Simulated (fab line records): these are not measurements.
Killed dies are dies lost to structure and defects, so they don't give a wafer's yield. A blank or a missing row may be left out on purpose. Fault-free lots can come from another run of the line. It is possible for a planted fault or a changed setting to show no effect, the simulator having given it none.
The tool behind it: which one? ; flow rit-cmos ; 45 wafers from 15 lots sampled at 2 of the route's 202 steps

## WHAT THE GAUGES READ, wafer by wafer
The record lacks any reading of a measuring or inspecting step that a usual standard deviation could be used to judge.

## WHICH TOOL RAN EACH LOT (tool, then ch and the chambers of the sampled wafers, then the start)
lot;RIT_FOX2_WET_ETCH_03;RIT_M1_PROBE_99
L730;wet-bench-01 ch 3, day 1 21:16;-
L731;wet-bench-04 ch 1, day 2 02:26;-
L732;wet-bench-01 ch 3, day 2 07:25;-
L733;wet-bench-02 ch 3, day 2 12:07;-
L734;wet-bench-01 ch 0, day 2 16:48;prober-01, day 4 18:40
L735;wet-bench-01 ch 1, day 2 23:14;prober-02, day 4 23:36
L736;wet-bench-01 ch 2, day 3 07:42;prober-01, day 5 04:57
L742;wet-bench-04 ch 1, day 4 12:37;-
L743;wet-bench-04 ch 1, day 4 18:49;-
L744;wet-bench-04 ch 0, day 4 20:23;-
L745;wet-bench-02 ch 2, day 5 00:57;-
L746;wet-bench-04 ch 0, day 5 07:52;-
L749;wet-bench-04 ch 2, day 5 19:20;-
L751;wet-bench-01 ch 0, day 6 06:59;-
L753;wet-bench-01 ch 0, day 6 16:11;-
- RIT_FOX2_WET_ETCH_03: etches Si3N4 in H3PO4, target depth 195 nm, time 2700 s.
- RIT_M1_PROBE_99

## AS READ BY THE TOOLS THEMSELVES (means over the sampled wafers that have a number; for cases with no such wafer, the mark the record gives instead)
RIT_M1_PROBE_99.
lot;tool;killed_at_M0_to_M3;killed-at-contacts;killed-at-front-end;killed-dies;killed-on-rim;killed-open;killed-short
L734;prober-01;0.0;0.0;21.0;21.0;9.3;3.3;3.7
L735;prober-02;0.0;0.0;33.7;33.7;1.7;2.7;2.7
L736;prober-01;0.0;0.0;23.7;23.7;11.3;3.7;3.0

## THE ANSWER, worked out from the rows above alone
Rule: what is usual is taken from the lots themselves. The widest of any qualifying gaps counts: lots, ordered by their means at a reading, are off when they make up no more than a third of the lots, leave a main group of 4 or more, and stand apart from it by 3 or more times the standard deviation of that group's means. Not used: any main group whose means are identical at the precision the tables above print for the reading. Also off: a lot with no number at a reading for which 4 or more lots have one. Where the step has rows for the other lots, those lots are counted as sound. Order of review: gauges by route order, followed by the tools' own readings, for which a lot's mean as printed above is used. The first step at which some lot is off is used, and at that step the reading that is off furthest; a lot without a number counts as furthest.
No lot is off on any of the readings shown, so nothing can be concluded from this.

## WHAT THE SIMULATOR HAD PUT IN
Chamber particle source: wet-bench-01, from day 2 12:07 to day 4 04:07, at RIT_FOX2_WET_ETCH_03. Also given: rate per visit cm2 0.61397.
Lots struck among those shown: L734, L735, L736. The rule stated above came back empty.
